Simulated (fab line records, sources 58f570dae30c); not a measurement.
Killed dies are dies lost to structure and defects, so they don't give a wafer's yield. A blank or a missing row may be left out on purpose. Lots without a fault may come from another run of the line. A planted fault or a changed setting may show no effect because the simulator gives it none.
Which tool did it? | flow berkeley_cmos170 | 14 lots, 40 wafers sampled, at 7 steps of a route of 331

WHAT THE GAUGES READ, wafer by wafer
UCB170_M1_CD_MEAS_09: target cd 700 nm.
lot  | measured     | on        | cd_nm (nm)
L318 | day 7 14:29  | cd_sem-02 | 700.5 699.8 700.2
L320 | day 7 16:22  | cd_sem-01 | 698.3 698.0 697.8
L321 | day 8 06:30  | cd_sem-02 | 698.7 699.0 697.5
L322 | day 8 19:46  | cd_sem-01 | 696.6 695.9 695.9
L323 | day 8 22:29  | cd_sem-01 | 698.6
L325 | day 9 13:57  | cd_sem-01 | 698.6 699.0 699.3
L326 | day 9 14:10  | cd_sem-01 | 702.0 700.0 700.7
L327 | day 10 05:02 | cd_sem-01 | 701.8 700.2 700.6
L332 | day 10 14:48 | cd_sem-01 | 699.5 699.2 698.4
L335 | day 10 19:16 | cd_sem-01 | 696.5 696.6 697.0
L337 | day 11 11:42 | cd_sem-02 | 702.7 701.1 701.0
L336 | day 11 12:30 | cd_sem-02 | 700.1 700.9 699.3
L338 | day 11 20:20 | cd_sem-02 | 698.4 700.3 698.3
L341 | day 11 22:14 | cd_sem-02 | 701.2 700.7 700.0

UCB170_M2_OVL_MEAS_16.
lot  | measured     | on         | M2_OVL (nm)
L318 | day 8 01:26  | overlay-01 | -1 -5 -1
L320 | day 8 02:14  | overlay-02 | 10 3 6
L321 | day 8 15:22  | overlay-01 | -3 -4 1
L322 | day 9 04:41  | overlay-02 | 3 2 -1
L323 | day 9 16:17  | overlay-01 | 4
L325 | day 10 00:40 | overlay-02 | 2 0 3
L326 | day 10 00:58 | overlay-01 | 4 7 8
L327 | day 10 19:08 | overlay-02 | 0 -5 -2
L332 | day 11 05:17 | overlay-02 | -5 -1 3
L335 | day 11 06:25 | overlay-02 | -3 2 -9
L337 | day 12 03:46 | overlay-02 | 1 4 -4
L336 | day 12 04:01 | overlay-02 | 5 2 -5
L338 | day 12 04:10 | overlay-01 | 1 -3 0
L341 | day 12 09:14 | overlay-01 | -9 -9 -5

UCB170_M3_RS_MEAS_02: measures by four-point-probe.
lot  | measured     | on            | M3_AL_RS (ohm/sq)
L318 | day 8 06:15  | film_metro-01 | 0.0319 0.0319 0.0321
L320 | day 8 06:21  | film_metro-03 | 0.0318 0.0318 0.0323
L321 | day 8 18:55  | film_metro-03 | 0.0327 0.0330 0.0332
L322 | day 9 08:11  | film_metro-01 | 0.0320 0.0321 0.0447 0.0321 0.0322 0.0447
L323 | day 9 19:13  | film_metro-03 | 0.0323 0.0323
L325 | day 10 04:29 | film_metro-03 | 0.0319 0.0317 0.0447 0.0319 0.0318 0.0447
L326 | day 10 05:32 | film_metro-03 | 0.0320 0.0324 0.0325
L327 | day 11 01:35 | film_metro-03 | 0.0315 0.0317 0.0317
L332 | day 11 09:38 | film_metro-04 | 0.0327 0.0326 0.0328
L335 | day 11 10:39 | film_metro-03 | 0.0319 0.0322 0.0320
L337 | day 12 06:50 | film_metro-04 | 0.0327 0.0325 0.0326
L336 | day 12 07:15 | film_metro-04 | 0.0328 0.0327 0.0326
L338 | day 12 07:52 | film_metro-04 | 0.0324 0.0324 0.0324
L341 | day 12 12:59 | film_metro-01 | 0.0324 0.0323 0.0325

UCB170_M3_THK_MEAS_03: measures by xrf.
lot  | measured     | on            | M3_AL_THK (nm)
L318 | day 8 06:22  | film_metro-01 | 913 913 909
L320 | day 8 06:28  | film_metro-03 | 909 902 895
L321 | day 8 19:01  | film_metro-03 | 883 868 870
L322 | day 9 11:27  | film_metro-01 | 905 907 721 904 902 723
L323 | day 10 02:23 | film_metro-03 | 901 904
L325 | day 10 06:20 | film_metro-03 | 917 915 717 916 916 724
L326 | day 10 05:39 | film_metro-03 | 905 898 894
L327 | day 11 01:41 | film_metro-03 | 919 905 907
L332 | day 11 09:44 | film_metro-04 | 880 879 880
L335 | day 11 10:45 | film_metro-03 | 899 898 903
L337 | day 12 06:57 | film_metro-04 | 878 881 881
L336 | day 12 07:20 | film_metro-04 | 876 881 876
L338 | day 12 07:58 | film_metro-04 | 880 883 878
L341 | day 12 13:06 | film_metro-01 | 898 896 896

UCB170_M3_BOW_MEAS_20.
lot  | measured     | on            | M3_BOW (um)
L318 | day 8 10:06  | film_metro-03 | 37 35 31
L320 | day 8 10:11  | film_metro-04 | 43 46 41
L321 | day 8 21:31  | film_metro-04 | 27 29 26
L322 | day 9 18:11  | film_metro-03 | 46 35 34
L323 | day 10 06:56 | film_metro-04 | 31
L325 | day 10 11:53 | film_metro-03 | 28 42 25
L326 | day 10 09:10 | film_metro-03 | 31 33 21
L327 | day 11 06:22 | film_metro-04 | 34 31 27
L332 | day 11 14:31 | film_metro-01 | 28 27 22
L335 | day 11 15:08 | film_metro-03 | 39 32 34
L337 | day 12 10:28 | film_metro-04 | 25 25 35
L336 | day 12 11:04 | film_metro-04 | 27 45 23
L338 | day 12 11:10 | film_metro-03 | 34 36 31
L341 | day 12 17:46 | film_metro-04 | 23 25 36

WHICH TOOL RAN EACH LOT (tool, then ch and the chambers of the sampled wafers, then the start)
lot  | UCB170_M3_SPUTTER_01         | UCB170_M3_METAL_ETCH_18
L318 | pvd_sputter-01, day 8 06:09  | rie_metal-01 ch 0,1, day 8 09:40
L320 | pvd_sputter-02, day 8 06:16  | rie_metal-03 ch 0,1, day 8 09:47
L321 | pvd_sputter-03, day 8 18:46  | rie_metal-03 ch 0,1, day 8 21:07
L322 | pvd_sputter-02, day 9 08:06  | rie_metal-04 ch 0,1, day 9 17:47
L323 | pvd_sputter-02, day 9 19:07  | rie_metal-04 ch 0, day 10 06:31
L325 | pvd_sputter-02, day 10 04:22 | rie_metal-03 ch 0,1, day 10 11:30
L326 | pvd_sputter-01, day 10 05:27 | rie_metal-04 ch 0,1, day 10 08:46
L327 | pvd_sputter-03, day 11 01:28 | rie_metal-04 ch 0,1, day 11 05:56
L332 | pvd_sputter-03, day 11 09:32 | rie_metal-01 ch 0,1, day 11 14:05
L335 | pvd_sputter-03, day 11 10:32 | rie_metal-03 ch 0,1, day 11 14:45
L337 | pvd_sputter-03, day 12 06:44 | rie_metal-04 ch 0,1, day 12 10:03
L336 | pvd_sputter-01, day 12 07:06 | rie_metal-01 ch 0,1, day 12 10:40
L338 | pvd_sputter-03, day 12 07:46 | rie_metal-03 ch 0,1, day 12 10:44
L341 | pvd_sputter-03, day 12 12:54 | rie_metal-01 ch 0,1, day 12 17:21
- UCB170_M3_SPUTTER_01: material Al, target thk 900 nm, time 120 s.
- UCB170_M3_METAL_ETCH_18: etches Al in Cl2/BCl3, stops on SiO2, target depth 1170 nm, time 195 s.

WHAT THE TOOLS THEMSELVES READ (means of the sampled wafers that have a number; where no wafer has one, the mark that the record gives instead)
UCB170_M3_SPUTTER_01.
lot  | tool           | throttle_valve_pct (%)
L318 | pvd_sputter-01 | 30.4
L320 | pvd_sputter-02 | 30.0
L321 | pvd_sputter-03 | 29.6
L322 | pvd_sputter-02 | 29.9
L323 | pvd_sputter-02 | 29.7
L325 | pvd_sputter-02 | 30.3
L326 | pvd_sputter-01 | 30.9
L327 | pvd_sputter-03 | 29.9
L332 | pvd_sputter-03 | 29.7
L335 | pvd_sputter-03 | 30.2
L337 | pvd_sputter-03 | 29.1
L336 | pvd_sputter-01 | 30.5
L338 | pvd_sputter-03 | 29.0
L341 | pvd_sputter-03 | 30.4

UCB170_M3_METAL_ETCH_18.
lot  | tool         | drypump_motor_current_A (A) | oes_product_au (a.u.) | rf_fwd_power_W (W) | throttle_valve_pct (%)
L318 | rie_metal-01 | 6.06                        | 0.871                 | 598.9              | 24.6
L320 | rie_metal-03 | 6.30                        | 0.860                 | 600.2              | 24.2
L321 | rie_metal-03 | 6.30                        | 0.847                 | 599.9              | 24.2
L322 | rie_metal-04 | 5.75                        | 0.829                 | 600.5              | 24.2
L323 | rie_metal-04 | 5.79                        | 0.851                 | 600.5              | 23.8
L325 | rie_metal-03 | 6.29                        | 0.833                 | 596.5              | 24.2
L326 | rie_metal-04 | 5.70                        | 0.865                 | 597.4              | 24.6
L327 | rie_metal-04 | 5.71                        | 0.876                 | 598.9              | 24.6
L332 | rie_metal-01 | 5.98                        | 0.853                 | 597.0              | 24.6
L335 | rie_metal-03 | 6.31                        | 0.858                 | 598.8              | 24.2
L337 | rie_metal-04 | 5.70                        | 0.856                 | 601.1              | 24.6
L336 | rie_metal-01 | 6.00                        | 0.854                 | 598.1              | 24.6
L338 | rie_metal-03 | 6.39                        | 0.854                 | 598.0              | 24.3
L341 | rie_metal-01 | 6.01                        | 0.857                 | 598.0              | 24.6

THE ANSWER, worked out from the rows above alone
Rule: what is usual is taken from the lots themselves. Put in order of their means at a reading, lots are off if they are a third of the lots or fewer, leave a main group of 4 or more, and stand apart from it by a gap of 3 or more times the standard deviation of the main group's means; of several such gaps the widest counts. A main group whose means are all the same, to the digits that the tables above print for the reading, isn't used. A lot without any number at a reading at which 4 lots or more have one is off too. The other lots that the step has rows for count as sound. The gauges are gone through in route order, then the tools' own readings, and for those a lot's mean is taken as printed above. The first step at which some lot is off is used, and at that step the reading that is off furthest; a lot without a number counts as furthest.
Off: L322, L325, at UCB170_M3_RS_MEAS_02 (M3_AL_RS). The main group: mean 0.0323 ohm/sq, standard deviation 0.00037.
A tool fits if, at a process step before that reading, it ran every lot that is off, and no sound lot after the first of them. The gauges at UCB170_M3_RS_MEAS_02 are tried like those tools. None of those tried fits.

WHAT THE SIMULATOR HAD PUT IN
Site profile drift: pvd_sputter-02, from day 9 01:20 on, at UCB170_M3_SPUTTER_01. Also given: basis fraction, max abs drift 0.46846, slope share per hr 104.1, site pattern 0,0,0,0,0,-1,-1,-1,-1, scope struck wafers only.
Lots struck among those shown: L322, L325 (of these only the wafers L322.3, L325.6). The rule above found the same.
